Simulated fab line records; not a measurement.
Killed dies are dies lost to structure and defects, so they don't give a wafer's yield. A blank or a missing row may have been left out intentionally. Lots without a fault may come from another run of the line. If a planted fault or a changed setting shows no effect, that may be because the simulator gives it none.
Tool commonality check / flow berkeleyCmos170 / 14 lots and 48 wafers in the sample

WHY IT WAS OPENED
Of 14 lots, 2 have the reading NWELL_TW flagged at UCB170_NWELL_TW_MEAS_16. No-fault wafers: 1249, standard deviation 7.2.
Rule: a lot is flagged in two cases, either no wafer of it has a number, or all its wafers with numbers fall more than 4 standard deviations from that mean. The other lots count as sound.

lot=L611; measured=day 2 12:43; on=filmMetro-01; NWELL_TW, wafer by wafer=1246 1250 1247; flag=
lot=L612; measured=day 2 14:21; on=filmMetro-04; NWELL_TW, wafer by wafer=1262 1252 1259; flag=
lot=L613; measured=day 2 17:43; on=filmMetro-01; NWELL_TW, wafer by wafer=1555 1560 1551 1549 1559 1552; flag=FLAGGED
lot=L614; measured=day 2 22:41; on=filmMetro-01; NWELL_TW, wafer by wafer=1241 1239 1241; flag=
lot=L615; measured=day 3 03:46; on=filmMetro-04; NWELL_TW, wafer by wafer=1259 1258 1258; flag=
lot=L617; measured=day 3 12:55; on=filmMetro-03; NWELL_TW, wafer by wafer=1566 1568 1554 1554 1560 1552; flag=FLAGGED
lot=L618; measured=day 3 19:39; on=filmMetro-01; NWELL_TW, wafer by wafer=1232 1238 1242; flag=
lot=L621; measured=day 4 14:38; on=filmMetro-03; NWELL_TW, wafer by wafer=1242 1245 1237; flag=
lot=L625; measured=day 5 09:04; on=filmMetro-01; NWELL_TW, wafer by wafer=1242 1242 1244; flag=
lot=L626; measured=day 5 17:47; on=filmMetro-03; NWELL_TW, wafer by wafer=1248 1248 1245; flag=
lot=L627; measured=day 5 17:54; on=filmMetro-01; NWELL_TW, wafer by wafer=1251 1247 1244; flag=
lot=L630; measured=day 6 11:44; on=filmMetro-03; NWELL_TW, wafer by wafer=1253 1245 1257; flag=
lot=L632; measured=day 6 20:59; on=filmMetro-04; NWELL_TW, wafer by wafer=1258 1259 1255; flag=
lot=L634; measured=day 7 02:06; on=filmMetro-01; NWELL_TW, wafer by wafer=1242 1247 1249; flag=
The mean of the flagged lots' numbers is 1557, +308 from the usual (+43 standard deviations).

EACH LOT AND THE TOOL IT RAN ON
The record holds 1 process step before the reading, out of a route of 331 steps. Each cell gives the tool, then ch followed by the chambers the sampled wafers passed through, then the start.
lot=L611; flag=; UCB170_NWELL_IMPLANT_14=implanter-02 ch 0, day 2 12:30
lot=L612; flag=; UCB170_NWELL_IMPLANT_14=implanter-02 ch 0, day 2 14:06
lot=L613; flag=FLAGGED; UCB170_NWELL_IMPLANT_14=implanter-03 ch 0, day 2 17:10
lot=L614; flag=; UCB170_NWELL_IMPLANT_14=implanter-01 ch 0, day 2 22:26
lot=L615; flag=; UCB170_NWELL_IMPLANT_14=implanter-03 ch 0, day 3 03:31
lot=L617; flag=FLAGGED; UCB170_NWELL_IMPLANT_14=implanter-02 ch 0, day 3 12:22
lot=L618; flag=; UCB170_NWELL_IMPLANT_14=implanter-02 ch 0, day 3 19:25
lot=L621; flag=; UCB170_NWELL_IMPLANT_14=implanter-03 ch 0, day 4 14:23
lot=L625; flag=; UCB170_NWELL_IMPLANT_14=implanter-03 ch 0, day 5 08:49
lot=L626; flag=; UCB170_NWELL_IMPLANT_14=implanter-03 ch 0, day 5 17:34
lot=L627; flag=; UCB170_NWELL_IMPLANT_14=implanter-02 ch 0, day 5 17:40
lot=L630; flag=; UCB170_NWELL_IMPLANT_14=implanter-03 ch 0, day 6 11:29
lot=L632; flag=; UCB170_NWELL_IMPLANT_14=implanter-03 ch 0, day 6 20:46
lot=L634; flag=; UCB170_NWELL_IMPLANT_14=implanter-02 ch 0, day 7 01:51
These steps, and what they do:
- UCB170_NWELL_IMPLANT_14
- UCB170_NWELL_TW_MEAS_16

FLAGGED AGAINST TOTAL, ONE TOOL AT A TIME (gauges that did the reading follow at the end)
step=UCB170_NWELL_IMPLANT_14; tool=implanter-01; lots run=1; flagged=0; share of the flagged lots=none; sound lots run after its first flagged lot=-
step=UCB170_NWELL_IMPLANT_14; tool=implanter-02; lots run=6; flagged=1; share of the flagged lots=some; sound lots run after its first flagged lot=3 (L618,L627,L634)
step=UCB170_NWELL_IMPLANT_14; tool=implanter-03; lots run=7; flagged=1; share of the flagged lots=some; sound lots run after its first flagged lot=6 (L615,L621,L625,L626,L630,L632)
step=UCB170_NWELL_TW_MEAS_16; tool=filmMetro-01; lots run=7; flagged=1; share of the flagged lots=some; sound lots run after its first flagged lot=5 (L614,L618,L625,L627,L634)
step=UCB170_NWELL_TW_MEAS_16; tool=filmMetro-03; lots run=4; flagged=1; share of the flagged lots=some; sound lots run after its first flagged lot=3 (L621,L626,L630)
step=UCB170_NWELL_TW_MEAS_16; tool=filmMetro-04; lots run=3; flagged=0; share of the flagged lots=none; sound lots run after its first flagged lot=-

WHAT THE TABLE ALLOWS
No row of the table ran every flagged lot.

WHAT THE SIMULATOR HAD INSERTED
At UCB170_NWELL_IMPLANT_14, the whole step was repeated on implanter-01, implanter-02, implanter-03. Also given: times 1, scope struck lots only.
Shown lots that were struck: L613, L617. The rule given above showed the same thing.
